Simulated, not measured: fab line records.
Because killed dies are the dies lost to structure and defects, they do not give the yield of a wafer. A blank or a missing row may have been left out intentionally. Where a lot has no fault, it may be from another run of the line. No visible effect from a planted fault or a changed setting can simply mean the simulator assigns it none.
Which tool did it?	flow berkeley-cmos170	13 lots with 39 wafers sampled at 4 steps, on a route of 331 steps

## WHAT THE GAUGES READ, wafer by wafer
UCB170_PWELL_THK_MEAS_03. Usual: for PWELL_OXIDE_THK the level is 26.3 nm and the standard deviation is 0.55.
lot	measured	on	PWELL_OXIDE_THK (nm)	flag
L957	day 2 10:01	film-metro-03	26.5 26.1 26.9	
L958	day 2 19:46	film-metro-02	26.6 26.6 26.3	
L959	day 3 06:23	film-metro-02	26.5 26.4 26.3	
L960	day 3 14:22	film-metro-02	26.8 27.0 26.5	
L961	day 3 14:23	film-metro-03	26.6 26.7 26.0	
L962	day 3 21:17	film-metro-03	26.9 26.7 26.8	
L963	day 4 07:56	film-metro-03	25.6 25.3 25.5	
L964	day 4 07:58	film-metro-02	26.4 26.2 26.5	
L973	day 6 14:18	film-metro-04	26.4 26.3 25.9	
L975	day 6 20:08	film-metro-04	26.5 27.0 26.9	
L978	day 7 03:01	film-metro-02	26.2 26.3 26.6	
L979	day 7 09:37	film-metro-03	25.6 25.4 25.4	
L980	day 7 14:22	film-metro-04	25.8 25.6 25.8	

UCB170_SCREENOX_THK_MEAS_02. Usual: for SCREENOX_OXIDE_THK the level is 14.31 nm and the standard deviation is 0.24.
lot	measured	on	SCREENOX_OXIDE_THK (nm)	flag
L957	day 5 14:01	film-metro-02	14.64 14.69 14.68	
L958	day 6 00:03	film-metro-01	14.54 14.51 14.54	
L959	day 6 05:40	film-metro-01	14.85 14.72 14.94	
L960	day 6 05:40	film-metro-03	14.57 14.43 14.50	
L961	day 6 05:40	film-metro-02	14.27 14.27 14.27	
L962	day 7 03:02	film-metro-03	14.27 14.25 14.55	
L963	day 7 10:05	film-metro-01	14.22 14.04 14.10	
L964	day 7 10:07	film-metro-02	14.23 14.44 14.23	
L973	day 9 05:46	film-metro-01	16.74 16.90 16.98	OFF
L975	day 9 15:14	film-metro-01	16.79 16.80 17.06	OFF
L978	day 9 19:25	film-metro-02	14.53 14.28 14.60	
L979	day 9 19:28	film-metro-02	13.80 13.87 13.80	
L980	day 10 09:56	film-metro-03	14.20 14.25 14.45	

UCB170_M3_OVL_MEAS_16. Usual: for M3_OVL the level is -3 nm and the standard deviation is 5.3.
lot	measured	on	M3_OVL (nm)	flag
L957	day 8 06:39	overlay-01	-11 -5 -7	
L958	day 8 15:04	overlay-02	-8 -6 -9	
L959	day 8 15:52	overlay-01	5 5 0	
L960	day 8 16:41	overlay-02	0 -8 -9	
L961	day 8 17:08	overlay-01	-4 -5 -6	
L962	day 9 14:10	overlay-01	-2 -4 -8	
L963	day 10 01:32	overlay-02	3 8 -1	
L964	day 10 01:10	overlay-02	-3 -3 3	
L973	day 11 21:41	overlay-02	-3 -1 2	
L975	day 12 03:06	overlay-01	-2 -4 -3	
L978	day 12 13:58	overlay-02	1 -8 1	
L979	day 12 13:46	overlay-01	-12 -10 -10	
L980	day 13 06:35	overlay-01	-5 -6 -5	

UCB170_M3_BOW_MEAS_20. Usual: for M3_BOW the level is 34 um and the standard deviation is 7.2.
lot	measured	on	M3_BOW (um)	flag
L957	day 8 07:37	film-metro-03	31 32 32	
L958	day 8 15:34	film-metro-01	46 33 47	
L959	day 8 16:22	film-metro-03	31 33 37	
L960	day 8 17:15	film-metro-03	32 26 36	
L961	day 8 17:47	film-metro-01	29 30 31	
L962	day 9 14:40	film-metro-01	38 40 33	
L963	day 10 02:04	film-metro-01	46 35 31	
L964	day 10 01:40	film-metro-03	27 36 40	
L973	day 11 22:13	film-metro-02	34 45 39	
L975	day 12 03:36	film-metro-02	32 27 41	
L978	day 12 14:42	film-metro-02	22 24 28	
L979	day 12 14:17	film-metro-02	36 30 31	
L980	day 13 07:05	film-metro-03	29 36 32	

## WHICH TOOL RAN EACH LOT (tool, then ch and the chambers of the sampled wafers, then the start)
The record holds no process step before these readings.

## WHAT THE TOOLS THEMSELVES READ (means of the sampled wafers that have a number; where no wafer has one, the mark that the record gives instead)
The record holds no such reading with a usual standard deviation.

## THE ANSWER, worked out from the rows above alone
Rule: lot off if the mean of its wafers having a number is beyond 3 standard deviations from the usual mean. Also off: a lot with no number at a reading for which 4 or more lots have one. Any other lot the step has rows for is counted as sound. The gauges are gone through in route order, then the tools' own readings, and for those a lot's mean is taken as printed above. The first step at which some lot is off is used, and at that step the reading that is off furthest; a lot without a number counts as furthest.
Off: L973, L975, at UCB170_SCREENOX_THK_MEAS_02 (SCREENOX_OXIDE_THK).
If a tool, at a process step before that reading, ran all the lots that are off and no sound lot after the first of them, it fits. Those tools and the gauges at UCB170_SCREENOX_THK_MEAS_02 are tried in the same way. One fits: film-metro-01 at UCB170_SCREENOX_THK_MEAS_02. Its last sound lot is L963 (day 7 10:05), its first lot that is off L973 (day 9 05:46): a fault that began between those two fits.

## WHAT WAS PUT IN BY THE SIMULATOR
Metrology matching offset: film-metro-01, from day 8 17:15 on, at UCB170_SCREENOX_THK_MEAS_02. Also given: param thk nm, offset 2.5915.
Shown lots that were struck: L973, L975. Same finding as the rule above.
